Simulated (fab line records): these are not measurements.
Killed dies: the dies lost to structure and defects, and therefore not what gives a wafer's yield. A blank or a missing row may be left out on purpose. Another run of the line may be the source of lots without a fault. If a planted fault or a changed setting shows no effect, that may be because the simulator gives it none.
The tool behind it: which one?    flow berkeley_cmos170    14 lots with 42 wafers sampled at 5 steps, on a route of 331 steps

WHAT THE GAUGES READ, wafer by wafer
UCB170_START_THK_MEAS_03. Usual: for START_OXIDE_THK the level is 20.0 nm and the standard deviation is 0.37.
lot   measured     on             START_OXIDE_THK (nm)  flag
L161  day 1 13:46  film_metro-02  19.2 19.3 19.1        
L162  day 1 19:09  film_metro-01  19.8 19.9 20.0        
L164  day 2 04:50  film_metro-01  20.2 20.6 20.3        
L167  day 2 21:19  film_metro-03  20.3 20.7 20.2        
L168  day 3 01:20  film_metro-03  20.5 20.0 20.2        
L169  day 3 05:53  film_metro-01  19.8 19.5 19.3        
L170  day 3 12:26  film_metro-03  20.0 20.1 19.8        
L172  day 3 18:57  film_metro-03  19.6 20.0 19.3        
L171  day 3 18:58  film_metro-02  20.5 20.1 20.1        
L173  day 4 01:55  film_metro-01  19.7 19.7 19.8        
L175  day 4 13:18  film_metro-02  19.5 19.5 19.6        
L182  day 5 23:14  film_metro-01  19.8 20.0 19.6        
L183  day 6 04:29  film_metro-03  20.2 20.7 20.3        
L184  day 6 09:56  film_metro-03  20.6 20.6 21.0        

UCB170_PVT_OVL_MEAS_06. Usual: for PVT_OVL the level is -1 nm and the standard deviation is 5.4.
lot   measured      on          PVT_OVL (nm)  flag
L161  day 5 13:38   overlay-02  2 -9 -2       
L162  day 5 20:16   overlay-02  0 0 4         
L164  day 6 06:02   overlay-02  7 2 6         
L167  day 7 11:50   overlay-02  -8 -11 -10    
L168  day 7 04:41   overlay-01  -3 -9 -1      
L169  day 7 12:03   overlay-02  -9 1 -7       
L170  day 7 11:48   overlay-01  -2 -3 -3      
L172  day 7 11:32   overlay-02  -1 -4 0       
L175  day 9 03:00   overlay-02  2 2 9         
L182  day 10 00:38  overlay-02  4 0 7         
L183  day 10 10:54  overlay-01  0 -5 -3       
L184  day 10 11:03  overlay-01  13 3 8        

EACH LOT AND THE TOOL THAT RAN IT (in order: tool; ch and the chambers of the sampled wafers; start)
lot   UCB170_ZERO_EXPOSE_03             UCB170_ZERO_ETCH_06                UCB170_NVT_STRIP_08
L161  krf_scanner-01 ch 0, day 1 18:57  rie_diel-02 ch 1,3, day 1 19:25    plasma_asher-01 ch 0,1, day 5 11:22
L162  krf_scanner-01 ch 0, day 1 22:14  rie_diel-02 ch 0,2, day 1 22:48    plasma_asher-01 ch 0,1, day 5 18:54
L164  krf_scanner-01 ch 0, day 2 08:17  rie_diel-04 ch 1,3, day 2 08:50    plasma_asher-02 ch 0,1, day 6 04:23
L167  krf_scanner-01 ch 0, day 3 01:59  rie_diel-03 ch 0,2, day 3 02:33    plasma_asher-01 ch 0,1, day 7 09:49
L168  krf_scanner-01 ch 0, day 3 05:25  rie_diel-03 ch 0,1,3, day 3 06:14  plasma_asher-01 ch 0,1, day 7 03:02
L169  krf_scanner-02 ch 0, day 3 10:48  rie_diel-02 ch 0,2,3, day 3 11:11  plasma_asher-02 ch 0,1, day 7 09:25
L170  krf_scanner-01 ch 0, day 3 20:32  rie_diel-02 ch 0,1,2, day 3 20:56  plasma_asher-02 ch 0, day 7 09:50
L172  krf_scanner-02 ch 0, day 4 00:29  rie_diel-04 ch 1,2,3, day 4 00:51  plasma_asher-01 ch 1, day 7 09:06
L171  krf_scanner-02, day 4 00:37       rie_diel-02 ch 0,1, day 4 01:08    -
L173  krf_scanner-02, day 4 05:07       rie_diel-02 ch 2,3, day 4 05:34    -
L175  krf_scanner-01 ch 0, day 4 18:39  rie_diel-03 ch 0,2,3, day 4 19:03  plasma_asher-01 ch 0,1, day 9 00:33
L182  krf_scanner-02 ch 0, day 6 02:17  rie_diel-04 ch 0,1,3, day 6 02:41  plasma_asher-04 ch 0,1, day 9 23:06
L183  krf_scanner-02 ch 0, day 6 09:44  rie_diel-02 ch 0,2,3, day 6 10:07  plasma_asher-02 ch 0,1, day 10 09:13
L184  krf_scanner-01 ch 0, day 6 14:44  rie_diel-03 ch 0,1,2, day 6 15:07  plasma_asher-01 ch 0,1, day 10 09:14
- UCB170_ZERO_EXPOSE_03: exposes mask PM MARKS, target cd 4000 nm.
- UCB170_ZERO_ETCH_06: etches SiO2 in CHF3/CF4/Ar, time 12 s.
- UCB170_NVT_STRIP_08: strips in O2.

AS READ BY THE TOOLS THEMSELVES (means over the sampled wafers that have a number; for cases with no such wafer, the mark the record gives instead)
UCB170_ZERO_EXPOSE_03. Usual: exposure_dose_mJ_cm2 30.003, standard deviation 0.026; focus_offset_nm 0.0 nm, standard deviation 0.54.
lot   tool            exposure_dose_mJ_cm2  focus_offset_nm (nm)  flag
L161  krf_scanner-01  30.037                0.4                   
L162  krf_scanner-01  30.013                -0.1                  
L164  krf_scanner-01  30.017                -0.4                  
L167  krf_scanner-01  30.027                -1.0                  
L168  krf_scanner-01  30.016                0.2                   
L169  krf_scanner-02  30.008                0.0                   
L170  krf_scanner-01  30.007                -0.3                  
L172  krf_scanner-02  30.018                0.6                   
L171  krf_scanner-02  -                     -                     OFF
L173  krf_scanner-02  -                     -                     OFF
L175  krf_scanner-01  29.993                -0.6                  
L182  krf_scanner-02  30.053                0.0                   
L183  krf_scanner-02  30.030                0.2                   
L184  krf_scanner-01  30.015                0.0                   

UCB170_ZERO_ETCH_06. Usual: CHF3_flow_sccm 50.03 sccm, standard deviation 0.15; drypump_motor_current_A 5.8 A, standard deviation 0.44; oes_product_au 0.620 a.u., standard deviation 0.0086; throttle_valve_pct 9.23 %, standard deviation 0.17.
lot   tool         CHF3_flow_sccm (sccm)  drypump_motor_current_A (A)  oes_product_au (a.u.)  throttle_valve_pct (%)  flag
L161  rie_diel-02  50.13                  5.5                          0.624                  9.29                    
L162  rie_diel-02  50.03                  5.7                          0.625                  9.15                    
L164  rie_diel-04  50.15                  5.9                          0.620                  9.27                    
L167  rie_diel-03  49.99                  5.5                          0.618                  9.24                    
L168  rie_diel-03  50.11                  6.0                          0.621                  9.09                    
L169  rie_diel-02  49.96                  5.8                          0.614                  9.30                    
L170  rie_diel-02  50.09                  5.7                          0.619                  9.14                    
L172  rie_diel-04  49.79                  5.7                          0.621                  9.28                    
L171  rie_diel-02  50.05                  5.7                          0.378                  9.13                    OFF
L173  rie_diel-02  50.05                  5.6                          0.378                  9.45                    OFF
L175  rie_diel-03  49.98                  5.8                          0.612                  9.15                    
L182  rie_diel-04  50.09                  6.1                          0.620                  9.24                    
L183  rie_diel-02  50.08                  5.9                          0.620                  9.29                    
L184  rie_diel-03  49.94                  5.5                          0.625                  9.18                    

UCB170_NVT_STRIP_08. Usual: drypump_motor_current_A 5.7 A, standard deviation 0.58; oes_product_au 0.735 a.u., standard deviation 0.0043; strip_time_to_endpoint_s 21.61 s, standard deviation 0.06.
lot   tool             drypump_motor_current_A (A)  oes_product_au (a.u.)  strip_time_to_endpoint_s (s)  flag
L161  plasma_asher-01  6.0                          0.736                  21.61                         
L162  plasma_asher-01  6.0                          0.735                  21.55                         
L164  plasma_asher-02  5.8                          0.735                  21.48                         
L167  plasma_asher-01  5.9                          0.736                  21.55                         
L168  plasma_asher-01  5.9                          0.733                  21.63                         
L169  plasma_asher-02  5.9                          0.735                  21.68                         
L170  plasma_asher-02  6.4                          0.742                  21.71                         
L172  plasma_asher-01  5.8                          0.737                  21.60                         
L175  plasma_asher-01  6.0                          0.734                  21.58                         
L182  plasma_asher-04  5.3                          0.734                  21.61                         
L183  plasma_asher-02  5.8                          0.737                  21.55                         
L184  plasma_asher-01  5.9                          0.736                  21.70                         

THE ANSWER, worked out from the rows above alone
Rule: a lot counts as off when the mean over its wafers that have a number is more than 3 standard deviations away from the usual mean. Also off: a lot with no number at a reading for which 4 or more lots have one. Where the step has rows for the other lots, those lots are counted as sound. First the gauges in route order, then the tools' own readings, where a lot's mean is used as printed above. The first step at which some lot is off is used, and at that step the reading that is off furthest; a lot without a number counts as furthest.
Off at UCB170_ZERO_EXPOSE_03 (exposure_dose_mJ_cm2): L171, L173. Without a number there: L171, L173.
If a tool, at that step or one of the process steps before it, ran each lot that is off and ran no sound lot following the first of them, it fits. Of those tried, none fits.

WHAT THE SIMULATOR PUT IN
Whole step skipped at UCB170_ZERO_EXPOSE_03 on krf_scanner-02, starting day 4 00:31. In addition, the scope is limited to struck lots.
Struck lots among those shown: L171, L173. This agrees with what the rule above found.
